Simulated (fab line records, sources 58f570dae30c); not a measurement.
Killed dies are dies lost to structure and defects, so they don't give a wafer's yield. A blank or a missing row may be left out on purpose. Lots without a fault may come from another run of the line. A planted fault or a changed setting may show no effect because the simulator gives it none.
Which tool did it? | flow berkeley_cmos170 | 6 lots, 18 wafers sampled, at 2 steps of a route of 331

WHAT THE GAUGES READ, wafer by wafer
UCB170_V1_CD_MEAS_90: target cd 700 nm.
lot  | measured     | on        | cd_nm (nm)
L183 | day 7 20:14  | cd_sem-02 | 700.3 701.2 699.0
L188 | day 8 16:25  | cd_sem-01 | 701.5 703.3 702.3
L199 | day 10 12:07 | cd_sem-01 | 698.3 698.9 698.6
L200 | day 11 03:41 | cd_sem-01 | 700.0 699.3 699.3
L202 | day 11 14:22 | cd_sem-02 | 700.5 699.9 700.2
L203 | day 11 16:29 | cd_sem-01 | 701.2 703.0 701.8

WHICH TOOL RAN EACH LOT (tool, then ch and the chambers of the sampled wafers, then the start)
lot  | UCB170_CONTACT_STRIP_19
L183 | plasma_asher-03 ch 0,1, day 7 13:13
L188 | plasma_asher-02 ch 0,1, day 8 08:36
L199 | plasma_asher-01 ch 0, day 10 02:04
L200 | plasma_asher-02 ch 0,1, day 10 19:59
L202 | plasma_asher-01 ch 0,1, day 11 05:28
L203 | plasma_asher-02 ch 0,1, day 11 08:05
- UCB170_CONTACT_STRIP_19: strips in O2.

THE ANSWER, worked out from the rows above alone
Rule: what is usual is taken from the lots themselves. Put in order of their means at a reading, lots are off if they are a third of the lots or fewer, leave a main group of 4 or more, and stand apart from it by a gap of 3 or more times the standard deviation of the main group's means; of several such gaps the widest counts. A main group whose means are all the same, to the digits that the tables above print for the reading, isn't used. A lot without any number at a reading at which 4 lots or more have one is off too. The other lots that the step has rows for count as sound.
No lot is off at any reading shown: from this, nothing can be told.

WHAT THE SIMULATOR HAD PUT IN
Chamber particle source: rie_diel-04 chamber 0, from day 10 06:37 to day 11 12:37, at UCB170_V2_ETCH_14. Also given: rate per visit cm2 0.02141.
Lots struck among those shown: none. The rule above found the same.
